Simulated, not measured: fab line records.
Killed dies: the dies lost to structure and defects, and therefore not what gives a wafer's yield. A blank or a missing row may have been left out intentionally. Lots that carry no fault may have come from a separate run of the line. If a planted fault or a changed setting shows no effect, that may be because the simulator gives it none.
What tool caused it?	flow berkeley_cmos170	14 lots, 42 wafers sampled, at 7 steps of a route of 331

WHAT EACH GAUGE READ, for each wafer
UCB170_SDANNEAL_RS_MEAS_02: uses a four-point probe to measure.
lot	measured	on	PSD_RS (ohm/sq)
L336	day 6 17:04	film_metro-04	75.7 75.5 75.8
L337	day 6 17:34	film_metro-01	75.4 75.3 75.6
L338	day 6 21:17	film_metro-03	75.2 75.6 75.3
L339	day 7 05:13	film_metro-04	76.1 76.2 75.9
L340	day 7 16:51	film_metro-04	75.6 75.2 75.7
L342	day 8 00:15	film_metro-03	75.1 74.8 74.9
L344	day 8 15:01	film_metro-01	75.3 75.5 75.3
L345	day 9 05:39	film_metro-03	75.8 76.0 75.7
L349	day 9 13:27	film_metro-01	75.3 75.3 75.0
L350	day 9 16:37	film_metro-04	74.9 75.0 75.3
L352	day 9 17:08	film_metro-03	65.3 65.6 65.5
L353	day 10 03:32	film_metro-01	66.1 65.8 65.8
L356	day 11 02:28	film_metro-01	74.9 75.4 75.5
L358	day 11 12:09	film_metro-01	75.8 75.8 75.5

UCB170_SDANNEAL_RS_MEAS_03: uses a four-point probe to measure.
lot	measured	on	NSD_RS (ohm/sq)
L336	day 6 17:11	film_metro-04	37.38 37.28 37.45
L337	day 6 17:41	film_metro-01	37.42 37.31 37.48
L338	day 6 21:25	film_metro-03	37.25 37.23 37.24
L339	day 7 05:20	film_metro-04	37.26 37.21 37.13
L340	day 7 16:58	film_metro-04	37.33 37.29 37.46
L342	day 8 00:22	film_metro-03	37.17 37.18 37.19
L344	day 8 15:08	film_metro-01	37.21 37.25 37.28
L345	day 9 05:46	film_metro-03	37.38 37.43 37.35
L349	day 9 13:34	film_metro-01	37.37 37.30 37.17
L350	day 9 16:44	film_metro-04	37.36 37.37 37.44
L352	day 9 17:15	film_metro-03	35.50 35.57 35.50
L353	day 10 03:40	film_metro-01	35.59 35.61 35.64
L356	day 11 02:35	film_metro-01	37.30 37.25 37.17
L358	day 11 12:16	film_metro-01	37.21 37.27 37.23

UCB170_SDANNEAL_RS_MEAS_04: uses a four-point probe to measure.
lot	measured	on	PLDD_RS (ohm/sq)
L336	day 6 17:18	film_metro-04	1029.7 1032.3 1032.1
L337	day 6 17:49	film_metro-01	1030.6 1031.2 1030.0
L338	day 6 21:32	film_metro-03	1028.3 1029.5 1030.5
L339	day 7 05:27	film_metro-04	1032.1 1034.9 1034.1
L340	day 7 17:05	film_metro-04	1034.6 1035.4 1036.2
L342	day 8 00:29	film_metro-03	1029.0 1033.4 1032.5
L344	day 8 15:16	film_metro-01	1035.8 1038.2 1035.0
L345	day 9 05:53	film_metro-03	1036.0 1032.5 1031.3
L349	day 9 13:41	film_metro-01	1032.1 1032.5 1033.0
L350	day 9 16:52	film_metro-04	1031.0 1030.8 1033.6
L352	day 9 17:22	film_metro-03	1009.6 1011.9 1013.4
L353	day 10 03:47	film_metro-01	1015.1 1015.1 1014.7
L356	day 11 02:43	film_metro-01	1030.5 1032.3 1032.1
L358	day 11 12:23	film_metro-01	1029.8 1028.0 1032.0

UCB170_M3_OVL_MEAS_16.
lot	measured	on	M3_OVL (nm)
L336	day 7 20:28	overlay-02	-1 -3 1
L337	day 7 20:24	overlay-01	2 -5 9
L338	day 7 21:13	overlay-01	-8 -2 1
L339	day 8 06:55	overlay-01	2 -3 2
L340	day 8 19:19	overlay-01	4 -2 3
L342	day 9 06:25	overlay-01	3 -4 0
L344	day 9 17:47	overlay-02	-1 -6 3
L345	day 10 07:44	overlay-01	8 11 2
L349	day 10 12:19	overlay-02	1 4 -3
L350	day 10 18:58	overlay-02	-8 -16 -7
L352	day 10 18:37	overlay-02	-5 -4 -3
L353	day 11 04:08	overlay-02	1 4 8
L356	day 12 07:02	overlay-01	1 -1 4
L358	day 12 11:01	overlay-01	-5 -6 -2

UCB170_M3_BOW_MEAS_20.
lot	measured	on	M3_BOW (um)
L336	day 7 20:57	film_metro-04	45 32 33
L337	day 7 20:55	film_metro-01	32 39 33
L338	day 7 22:01	film_metro-01	32 41 33
L339	day 8 07:24	film_metro-04	34 37 33
L340	day 8 19:59	film_metro-01	44 38 30
L342	day 9 06:54	film_metro-04	40 35 36
L344	day 9 18:17	film_metro-04	37 40 36
L345	day 10 08:14	film_metro-01	18 26 35
L349	day 10 12:49	film_metro-03	36 43 39
L350	day 10 19:28	film_metro-04	33 33 34
L352	day 10 19:06	film_metro-04	20 25 30
L353	day 11 04:38	film_metro-04	40 42 25
L356	day 12 07:32	film_metro-01	32 40 29
L358	day 12 11:31	film_metro-03	46 41 40

EACH LOT AND THE TOOL THAT RAN IT (in order: tool; ch and the chambers of the sampled wafers; start)
lot	UCB170_SDANNEAL_RTA_01	UCB170_CONTACT_ETCH_18
L336	rtp_anneal-02 ch 0, day 6 17:00	rie_diel-03 ch 0,3, day 7 20:28 or earlier
L337	rtp_anneal-01 ch 0, day 6 17:29	rie_diel-02 ch 1,2, day 7 20:24 or earlier
L338	rtp_anneal-01 ch 0, day 6 21:14	rie_diel-03 ch 0,2,3, day 7 21:13 or earlier
L339	rtp_anneal-01 ch 0, day 7 05:09	rie_diel-03 ch 0,1,2, day 8 06:55 or earlier
L340	rtp_anneal-02 ch 0, day 7 16:47	rie_diel-03 ch 1,2,3, day 8 19:19 or earlier
L342	rtp_anneal-02 ch 0, day 8 00:11	rie_diel-02 ch 0,3, day 9 06:25 or earlier
L344	rtp_anneal-01 ch 0, day 8 14:57	rie_diel-04 ch 2,3, day 9 17:47 or earlier
L345	rtp_anneal-02 ch 0, day 9 05:35	rie_diel-04 ch 1,2, day 10 07:44 or earlier
L349	rtp_anneal-02 ch 0, day 9 13:23	rie_diel-02 ch 0,2,3, day 10 12:19 or earlier
L350	rtp_anneal-02 ch 0, day 9 16:34	rie_diel-02 ch 0,1,2, day 10 18:58 or earlier
L352	rtp_anneal-02 ch 0, day 9 17:04	rie_diel-04 ch 0,2,3, day 10 18:37 or earlier
L353	rtp_anneal-02 ch 0, day 10 03:29	rie_diel-04 ch 0,1,2, day 11 04:08 or earlier
L356	rtp_anneal-01 ch 0, day 11 02:24	rie_diel-02 ch 1,2, day 12 07:02 or earlier
L358	rtp_anneal-01 ch 0, day 11 12:02	rie_diel-03 ch 0,1,3, day 12 11:01 or earlier
- UCB170_SDANNEAL_RTA_01: time 5 s.
- UCB170_CONTACT_ETCH_18: etches PSG in CHF3/CF4/Ar, stops on TiSi2, target depth 840 nm, time 195 s.

WHAT THE TOOLS THEMSELVES READ (means of the sampled wafers that have a number; where no wafer has one, the mark that the record gives instead)
UCB170_SDANNEAL_RTA_01.
lot	tool	lamp_power_pct (%)	wafer_temp_C_max
L336	rtp_anneal-02	30.0	1055.3
L337	rtp_anneal-01	35.1	1056.3
L338	rtp_anneal-01	35.1	1056.1
L339	rtp_anneal-01	35.2	1056.0
L340	rtp_anneal-02	30.0	1055.4
L342	rtp_anneal-02	30.1	1055.1
L344	rtp_anneal-01	35.2	1056.7
L345	rtp_anneal-02	30.0	1056.0
L349	rtp_anneal-02	30.0	1054.5
L350	rtp_anneal-02	30.0	1055.3
L352	rtp_anneal-02	32.0	1080.3
L353	rtp_anneal-02	32.0	1080.0
L356	rtp_anneal-01	35.2	1056.4
L358	rtp_anneal-01	35.2	1056.9

UCB170_CONTACT_ETCH_18.
lot	tool	cf4_flow_sccm (sccm)	drypump_motor_current_A (A)	oes_product_au (a.u.)	throttle_valve_pct (%)
L336	rie_diel-03	14.99	5.2	0.889	6.90
L337	rie_diel-02	15.03	5.2	0.903	6.92
L338	rie_diel-03	15.02	5.3	0.887	6.99
L339	rie_diel-03	14.96	5.6	0.896	6.91
L340	rie_diel-03	14.97	5.3	0.902	7.03
L342	rie_diel-02	14.99	5.4	0.887	6.85
L344	rie_diel-04	15.01	5.9	0.904	6.96
L345	rie_diel-04	15.02	5.8	0.880	6.98
L349	rie_diel-02	14.96	5.4	0.896	6.88
L350	rie_diel-02	14.98	5.5	0.904	6.92
L352	rie_diel-04	14.97	6.0	0.898	6.98
L353	rie_diel-04	14.99	5.9	0.888	7.00
L356	rie_diel-02	15.00	5.2	0.906	6.93
L358	rie_diel-03	14.98	5.3	0.896	6.94

THE ANSWER, worked out from the rows above alone
Rule: the lots themselves supply what counts as usual. The widest of any qualifying gaps counts: lots, ordered by their means at a reading, are off when they make up no more than a third of the lots, leave a main group of 4 or more, and stand apart from it by 3 or more times the standard deviation of that group's means. Not used: any main group whose means are identical at the precision the tables above print for the reading. A lot without any number at a reading at which 4 lots or more have one is off too. The other lots that the step has rows for count as sound. Order of review: gauges by route order, followed by the tools' own readings, for which a lot's mean as printed above is used. At the first step where some lot is off, the reading lying furthest off is the one used; lots without a number count as furthest.
Off: at UCB170_SDANNEAL_RS_MEAS_02 (PSD_RS), L352, L353. The main group: mean 75.5 ohm/sq, standard deviation 0.31.
If a tool, at a process step before that reading, ran all the lots that are off and no sound lot after the first of them, it fits. Not tried: the gauges at UCB170_SDANNEAL_RS_MEAS_02; whatever is off there is also off at UCB170_SDANNEAL_RTA_01, on other tools, and gauge error can't account for it. One candidate fits, namely rtp_anneal-02 at UCB170_SDANNEAL_RTA_01. A fault onset in the window from L350 (day 9 16:34, its last sound lot) to L352 (day 9 17:04, its first lot off) fits.
On the lots that are off, the tool's own readings at UCB170_SDANNEAL_RTA_01 differ by more than 5 times the standard deviation of the sound lots' means, which bears it out; wafer_temp_C_max reads 1080.2 there versus 1055.8 on the sound lots.

WHAT WAS PUT IN BY THE SIMULATOR
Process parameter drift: rtp_anneal-02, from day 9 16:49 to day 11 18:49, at UCB170_SDANNEAL_RTA_01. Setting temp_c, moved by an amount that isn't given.
Struck lots among those shown: L352, L353. This agrees with what the rule above found.
